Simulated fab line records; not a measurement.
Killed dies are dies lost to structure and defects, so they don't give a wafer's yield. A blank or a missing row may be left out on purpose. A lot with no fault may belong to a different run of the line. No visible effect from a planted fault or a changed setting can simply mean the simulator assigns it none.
Code-filled problem report in 8D (eight disciplines) form :: flow berkeley-cmos170 :: the parts of the form that need people (team, actions taken, sign-off) are left out

1. THE PROBLEM
Mean of spin-speed-rpm at UCB170_M1_COAT_04: 1466.9 rpm across 6 wafers in 2 lots; on wafers with no fault it is 1500.1 rpm (standard deviation 1.1). That is -30 standard deviations from the usual mean.
The step: resist thk 900 nm.
First observed at day 9 07:00: wafer L443.2, on litho-track-02. The record has a number at this step for 18 wafers belonging to 6 lots. The rule behind "out" and "out of limits": a value lying over 4 standard deviations away from the usual mean. The other wafers with a number count as sound.

2. WHAT THIS IS AND IS NOT
question: which readings at this step
is: spin-speed-rpm
is not: -

question: which lots
is: L443, L446
is not: L435, L441, L447, L455

question: which wafers of those lots
is: all that have a number
is not: -

question: read on which tools
is: litho-track-02
is not: litho-track-01

question: when
is: from day 9 07:00
is not: up to then (6 sound wafers); but 6 sound wafers of L447, L455 came after

3. WHAT RULES OUT EACH SUSPECT
Counting: a tool at any process step up to the reading remains a suspect when it ran all the lots that are out and ran no sound lot after the first of those.
- rie-diel-02 at UCB170_CONTACT_ETCH_17 (etches BARC in N2/H2): ruled out as a lasting fault. Following L443 (day 9 06:09), the first lot on it that is out, the sound lots L447 were run on it.
- rie-diel-02 at UCB170_CONTACT_ETCH_18 (etches PSG in CHF3/CF4/Ar, stops on TiSi2, target depth 840 nm, time 195 s): ruled out as a lasting fault. Following L443 (day 9 06:19), the first lot on it that is out, the sound lots L447 were run on it. With no start given for some of its lots, UCB170_CONTACT_ETCH_18 uses the hours and lot order of UCB170_CONTACT_STRIP_19.
- plasma-asher-01 at UCB170_CONTACT_STRIP_19 (strips in O2): ruled out as a lasting fault. Following L443 (day 9 06:19), the first lot on it that is out, the sound lots L447 were run on it.
- litho-track-02 at UCB170_M1_COAT_04 (resist thk 900 nm): kept. Every lot that is out went through it, starting with L443 (day 9 07:00), and after that it ran no sound lot; the last sound lot it ran before then is L435 (day 7 03:00). Out on those wafers are its own readings of spin-speed-rpm.
Remaining after the count: litho-track-02 at UCB170_M1_COAT_04.

4. THE CAUSE (what the simulator had put in)
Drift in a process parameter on litho-track-02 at UCB170_M1_COAT_04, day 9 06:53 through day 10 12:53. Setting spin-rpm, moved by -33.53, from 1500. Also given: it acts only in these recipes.
After counting, this tool was the only one left.

5. THE CHAIN OF EFFECTS, in route order
Each row: a reading whose mean over the struck wafers that have a number lies more than 3 standard deviations from the usual. Only readings whose record carries a usual standard deviation are examined. hours: median over the lots of the time between each lot's start at the first step of this table that gives one and its start at this step. sigmas: the change, counted in usual standard deviations.
hours: 0
step: UCB170_M1_COAT_04
reading: spin-speed-rpm
usual: 1500.1 rpm
on struck wafers: 1466.9
change: -33.2
sigmas: -30
Its process steps:
- UCB170_M1_COAT_04: resist thk 900 nm.
Later steps that measure or inspect, where all struck wafers having a row at the step show a number for every such reading and not one has moved that far: UCB170_M1_CD_MEAS_09.

6. WHAT WOULD HAVE CAUGHT IT SOONER
The fault began at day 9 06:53; the first out-of-limits reading in this record came at day 9 07:00, 0 hours later.
